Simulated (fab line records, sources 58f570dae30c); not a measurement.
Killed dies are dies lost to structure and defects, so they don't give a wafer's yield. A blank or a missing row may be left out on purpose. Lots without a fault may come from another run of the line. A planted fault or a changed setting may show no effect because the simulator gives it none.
Problem report in the 8D (eight disciplines) form, filled by code | flow berkeley_cmos170 | the parts of the form that need people (team, actions taken, sign-off) are left out

1. THE PROBLEM
CONTACT_PSG_THK at UCB170_CONTACT_THK_MEAS_02 reads a mean of 624 nm on 6 wafers of 2 lots; wafers without a fault read 701 nm with a standard deviation of 7.5. That is -10 standard deviations from the usual mean.
First seen on wafer L968.1, day 11 13:22, on film_metro-04. The record holds 42 wafers of 14 lots with a number at this step. Rule for "out", or "out of limits": more than 4 standard deviations from the usual mean. The other wafers with a number count as sound.

2. WHAT IT IS AND WHAT IT IS NOT
question                    | is                     | is not
which readings at this step | CONTACT_PSG_THK        | -
which lots                  | L968, L969             | L946, L947, L949, L950, L951, L953, L954, L956, L957, L958, L959, L966
which wafers of those lots  | all that have a number | -
read on which gauges        | film_metro-04          | film_metro-02, film_metro-03
when                        | from day 11 13:22      | up to then (36 sound wafers)

3. SUSPECTS, AND WHAT RULES EACH OUT
Counting: a tool at a process step up to the reading stays a suspect if it ran every lot that is out and no sound lot after the first of them.
- the gauge at UCB170_CONTACT_THK_MEAS_02: ruled out. All the wafers that are out were read on film_metro-04, but those of them that UCB170_CONTACT_CVD_01 has rows for are out there too, on other tools.
- lpcvd-01 at UCB170_CONTACT_CVD_01 (deposits PSG from SiH4/O2/PH3, target thk 700 nm, time 2820 s): kept. It ran every lot that is out, first L968 (day 11 11:35), and no sound lot after that; its last sound lot up to then is L966 (day 11 04:22). Its own readings are out on those wafers: pressure_mtorr.
Left after counting: lpcvd-01 at UCB170_CONTACT_CVD_01.

4. THE CAUSE (what the simulator had put in)
Process parameter drift: lpcvd-01, from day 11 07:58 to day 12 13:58, at UCB170_CONTACT_CVD_01. Setting pressure_mtorr, moved by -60, from 300. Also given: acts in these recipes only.
Counting left only this tool.

5. THE CHAIN OF EFFECTS, in route order
Each row: a reading whose mean over the struck wafers that have a number lies more than 3 standard deviations from the usual. Only readings for which the record gives a usual standard deviation are gone through. hours: the time from each lot's start at the first step in this table that gives one to its start at this step, as a median over the lots. sigmas: the change in usual standard deviations.
hours | step                       | reading         | usual       | on struck wafers | change | sigmas
0     | UCB170_CONTACT_CVD_01      | pressure_mtorr  | 299.9 mTorr | 239.7            | -60.2  | -96
2     | UCB170_CONTACT_THK_MEAS_02 | CONTACT_PSG_THK | 701 nm      | 624              | -78    | -10
-     | UCB170_CONTACT_ETCH_18     | oes_product_au  | 0.903 a.u.  | 0.845            | -0.058 | -4.4
The process steps in it:
- UCB170_CONTACT_CVD_01: deposits PSG from SiH4/O2/PH3, target thk 700 nm, time 2820 s.
- UCB170_CONTACT_ETCH_18: etches PSG in CHF3/CF4/Ar, stops on TiSi2, target depth 840 nm, time 195 s.

6. WHAT WOULD HAVE CAUGHT IT SOONER
In this record the first reading out of limits at a measuring or inspecting step was taken at day 11 13:22, 5 hours after the fault began at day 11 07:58.
The tool's own readings at UCB170_CONTACT_CVD_01 were out on every struck wafer that the step has a row for (pressure_mtorr): an alarm limit on them would have fired on the first of those.
Of the lots that are out (2), L969 began UCB170_CONTACT_CVD_01 on lpcvd-01 after day 11 13:22. A hold on the tool at that time would have spared it.
